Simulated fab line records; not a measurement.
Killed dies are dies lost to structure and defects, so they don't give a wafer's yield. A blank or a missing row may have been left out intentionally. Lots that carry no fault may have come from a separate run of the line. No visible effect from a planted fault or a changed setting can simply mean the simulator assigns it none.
Split-lot study ; flow rit-cmos ; on a route of 202 steps: 5 lots, 23 wafers read

## THE SPLIT ITSELF
At RIT_PWELL_COAT_01 (resist thk 1300 nm), the setting resist-thk-nm was moved away from the recipe's 1300 nm on 8 of the 23 wafers read, by -5.2% to +1.6%. This setting was run at the recipe's value on the other wafers.

## FROM THE SPLIT TO THE READING: what the file shows between them, 3 steps
- RIT_PWELL_SOFTBAKE_02: time 60 s
- RIT_PWELL_EXPOSE_03: exposes mask M3, target cd 43700 nm
- RIT_PWELL_DEVELOP_05: develop time 68 s

## THE READING
NOVOLAK_of_PWELL_COAT_01.thk-nm (the simulator's own value, which no gauge read), in nm, at RIT_PWELL_HARDBAKE_07 (time 120 s). The file does not state a usual value for it. Across the 15 wafers here that went through the recipe, the average is 1137 nm and the standard deviation 3.2 nm.

wafer;tool, chamber at the split;resist-thk-nm as run, nm;against the recipe;NOVOLAK_of_PWELL_COAT_01.thk-nm, nm;against lot-mates on the recipe
L074.2;litho-track-03, 0;1232;-5.2%;1084;-56
L074.3;litho-track-03, 0;1232;-5.2%;1081;-58
L074.4;litho-track-03, 0;1300;recipe;1139;-
L074.5;litho-track-03, 0;1232;-5.2%;1082;-58
L074.6;litho-track-03, 0;1300;recipe;1140;-
L077.1;litho-track-03, 0;1300;recipe;1141;-
L077.2;litho-track-03, 0;1242;-4.5%;1094;-48
L077.3;litho-track-03, 0;1242;-4.5%;1088;-54
L077.5;litho-track-03, 0;1300;recipe;1142;-
L077.6;litho-track-03, 0;1242;-4.5%;1092;-50
L079.1;litho-track-02, 0;1300;recipe;1137;-
L079.2;litho-track-02, 0;1300;recipe;1133;-
L079.3;litho-track-02, 0;1300;recipe;1134;-
L079.4;litho-track-02, 0;1300;recipe;1135;-
L079.6;litho-track-02, 0;1300;recipe;1136;-
L082.1;litho-track-03, 0;1300;recipe;1140;-
L082.3;litho-track-03, 0;1300;recipe;1138;-
L082.4;litho-track-03, 0;1300;recipe;1138;-
L085.1;litho-track-01, 0;1300;recipe;1134;-
L085.3;litho-track-01, 0;1321;+1.6%;1158;+24
L085.4;litho-track-01, 0;1300;recipe;1137;-
L085.5;litho-track-01, 0;1300;recipe;1130;-
L085.6;litho-track-01, 0;1321;+1.6%;1149;+15

THE FIT
A straight line over all 23 wafers: NOVOLAK_of_PWELL_COAT_01.thk-nm changes by +10.3 nm for each +1% of resist-thk-nm; r = +0.99; the points scatter about the line by 3.2 nm.
The same after taking each lot's own level away (the mean of its wafers on the recipe; 23 wafers): +11.1 nm for each +1%; r = +1.00; scatter 2.3 nm.
The reading moves by 58 nm for the largest change in resist-thk-nm, on that fit.
The lots' own levels span 1133.7 to 1141.5 nm, that is 2.5 times the standard deviation above.
So the lot-to-lot level changes the slope little: the two slopes agree.
Check: for one of the wafers moved furthest among these (-5.2%), held out of the fit, the line's prediction against its lot-mates is -58.7 nm. It came out at -55.5 nm against them.

## OTHER SPLITS APPLIED TO THESE WAFERS
Before the reading, these wafers also passed through other splits. Each is held against what the fit with the lots' levels taken away leaves over:
other split on the same wafers;wafers away from the commonest value;r with NOVOLAK_of_PWELL_COAT_01.thk-nm (lot level and that fit taken away)
RIT_ACTIVE_CVD_03 pressure-mtorr;10;+0.13
RIT_ACTIVE_EXPOSE_08 dose-mj;12;-0.05
RIT_ACTIVE_STRIP_14 pressure-mtorr;15;+0.02
RIT_FOX1_OXIDATION_00 ox-time-s;15;-0.07
RIT_NWELL_IMPLANT_08 dose-cm2;7;-0.07

## THE WHOLE CHAIN: every reading that the file lists as answering this split, in the file's order
step;what it does;reading;change (the file's fit);r (the file's)
RIT_PWELL_COAT_01;resist thk 1300 nm;NOVOLAK_of_PWELL_COAT_01.thk-nm (the simulator's own value, which no gauge read);+13 nm for each +1% of the setting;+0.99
RIT_PWELL_HARDBAKE_07;time 120 s;NOVOLAK_of_PWELL_COAT_01.thk-nm (the simulator's own value, which no gauge read);+11.2 nm for each +1% of the setting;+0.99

## FILE'S OWN FIT
NOVOLAK_of_PWELL_COAT_01.thk-nm changes by +11.2 nm for each +1% of resist-thk-nm, r = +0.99.
